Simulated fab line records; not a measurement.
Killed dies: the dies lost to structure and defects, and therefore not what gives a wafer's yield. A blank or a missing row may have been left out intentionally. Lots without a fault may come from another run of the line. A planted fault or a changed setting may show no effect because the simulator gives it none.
A struck lot beside a sound one ; flow rit cmos ; 15 out of 202 route steps
Sound: wafers L724.2, L724.3, L724.5. Wafers L727.3, L727.4, L727.5 were the ones struck. Last of all comes the cause.
Per side, at each step with rows, come the tool, then ch with its chambers, and then its first start. Under that, the readings that differ: sound wafers ; struck wafers ; difference of the means ; sigmas: that difference in standard deviations of wafers without a fault.
alike: words and numbers the same on both sides, and readings whose means are apart by under 2 such deviations; not compared: readings that were withheld, readings missing a value for some wafer, numbers with overlapping values and no deviation given by the record, and bounds like >300 which may hide the same value.
A row with sigmas, a row that says differs or no value, or rows on one side alone: a step with any of these is where the two part. Numbers that don't overlap but have no deviation are shown without sigmas and don't part them. Lack of a reading on every wafer of one side parts them only where that side has two or more wafers.

first, 2 steps without rows for these wafers: RIT_PWELL_PEB_04; RIT_PWELL_DEVELOP_05 (develop time 68 s).
RIT_PWELL_OVL_MEAS_06:
  struck on overlay-01, day 2 22:21; sound on overlay-01, day 2 08:24
  alike: PWELL_OVL
then, 2 steps without rows for these wafers: RIT_PWELL_HARDBAKE_07 (time 120 s); RIT_PWELL_IMPLANT_08.
RIT_PWELL_STRIP_09: strips in O2, time 180 s.
  sound on plasma asher-04 ch 0,1, day 2 08:50; struck on plasma asher-02 ch 0,1, day 2 22:50
  alike: chamber pressure mTorr, drypump motor current A, rf refl power W
  not compared: rf hours counter h
RIT_PWELL_TW_MEAS_10:
  struck on film metro-01, day 2 22:58; sound on film metro-04, day 2 09:01
  alike: PWELL_TW
then, 1 step without rows for these wafers: RIT_WELLDRIVE_ANNEAL_00 (time 14700 s).
RIT_WELLDRIVE_RS_MEAS_01: a four-point-probe measurement.
  struck on film metro-04, day 3 05:57; sound on film metro-04, day 2 14:31
  alike: NWELL_RS
RIT_WELLDRIVE_RS_MEAS_02: a four-point-probe measurement.
  struck on film metro-04, day 3 06:04; sound on film metro-04, day 2 14:38
  alike: PWELL_RS
then, 2 steps without rows for these wafers: RIT_NRETRO_HMDS_00 (prime time 60 s); RIT_NRETRO_COAT_01 (resist thk 1300 nm).
RIT_NRETRO_SOFTBAKE_02: time 60 s.
  sound on litho track-02 ch 0, day 2 15:03; struck on litho track-01 ch 0, day 3 06:31
reading;sound;struck;difference;sigmas
run length s (s);89.45 89.66 89.32;92.89 93.10 92.91;+3.49;+19
then, 1 step without rows for these wafers: RIT_NRETRO_EXPOSE_03 (exposes mask M4, target cd 43900 nm).
RIT_M1_PROBE_99:
  the record has rows for the struck wafers here (prober-01, day 4 12:13) and none for the sound ones

== WHERE THEY PART ==
Earliest at RIT_NRETRO_SOFTBAKE_02; latest, in this record, at RIT_M1_PROBE_99.

WHY: whatever the simulator had introduced
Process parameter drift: litho track-01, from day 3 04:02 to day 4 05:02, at RIT_NRETRO_SOFTBAKE_02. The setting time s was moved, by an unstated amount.
